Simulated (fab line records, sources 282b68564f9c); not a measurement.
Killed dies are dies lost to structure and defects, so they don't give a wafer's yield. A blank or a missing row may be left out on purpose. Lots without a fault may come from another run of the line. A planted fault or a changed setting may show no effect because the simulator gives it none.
A struck lot beside a sound one | flow rit_cmos | 15 steps out of a route of 202
Sound: wafers L263.1, L263.4, L263.5. Struck: wafers L269.2, L269.5, L269.6. The cause comes at the end.
At each step with rows: each side's tool, then ch and its chambers, then its first start. Under that, the readings that differ: sound wafers | struck wafers | difference of the means | sigmas: that difference in standard deviations of wafers without a fault.
alike: readings whose means differ by less than 2 such deviations, and words and numbers that are the same on both sides. not compared: withheld readings, readings that some wafer has no value for, bounds like >300 that may hide the same value, and numbers for which the record gives no deviation and whose values overlap.
The two part at a step that has a row with sigmas, a row that says differs or no value, or rows on one side only. Numbers that don't overlap but have no deviation are shown without sigmas and don't part them. A reading that every wafer of one side lacks parts them only if that side has two wafers or more.

RIT_PWELL_TW_MEAS_10:
  sound on film_metro-02, day 3 11:22; struck on film_metro-02, day 4 18:17
  alike: PWELL_TW
then, 1 step without rows for these wafers: RIT_WELLDRIVE_ANNEAL_00 (time 14700 s).
RIT_WELLDRIVE_RS_MEAS_01: measures by four-point-probe.
  sound on film_metro-04, day 3 16:31; struck on film_metro-01, day 5 00:01
  alike: NWELL_RS
RIT_WELLDRIVE_RS_MEAS_02: measures by four-point-probe.
  sound on film_metro-04, day 3 16:38; struck on film_metro-01, day 5 00:08
  alike: PWELL_RS
then, 6 steps without rows for these wafers: RIT_NRETRO_HMDS_00 (prime time 60 s); RIT_NRETRO_COAT_01 (resist thk 1300 nm); RIT_NRETRO_SOFTBAKE_02 (time 60 s); RIT_NRETRO_EXPOSE_03 (exposes mask M4, target cd 43900 nm); RIT_NRETRO_PEB_04; RIT_NRETRO_DEVELOP_05 (develop time 68 s).
RIT_NRETRO_OVL_MEAS_06:
  sound on overlay-01, day 3 17:38; struck on overlay-01, day 5 01:07
  alike: NRETRO_OVL
then, 1 step without rows for these wafers: RIT_NRETRO_HARDBAKE_07 (time 120 s).
RIT_NRETRO_IMPLANT_08:
  sound on implanter-04 ch 0, day 3 17:55; struck on implanter-04 ch 0, day 5 01:25
  reading            | sound             | struck            | difference | sigmas
  tilt_deg (degrees) | 7.037 7.038 7.019 | 6.450 6.438 6.452 | -0.585     | -31
  alike: end_station_pressure_torr
RIT_NRETRO_STRIP_09: strips in O2, time 180 s.
  sound on plasma_asher-02 ch 0,1, day 3 18:04; struck on plasma_asher-04 ch 0,1, day 5 01:33
  alike: drypump_motor_current_A
  not compared: rf_hours_counter_h
RIT_M1_PROBE_99:
  sound on prober-02, day 4 23:14; struck on prober-01, day 6 09:58
  alike: killed_at_contacts, killed_at_front_end, killed_dies, killed_open, killed_short

WHERE THEY PART
Only at RIT_NRETRO_IMPLANT_08, within this record. Later steps at which nothing parts them and some readings are alike: RIT_NRETRO_STRIP_09, RIT_M1_PROBE_99.

WHY: what the simulator had put in
Process parameter drift: implanter-04, from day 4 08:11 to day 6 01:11, at RIT_NRETRO_IMPLANT_08. Setting tilt_deg, moved by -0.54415, from 7. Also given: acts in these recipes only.
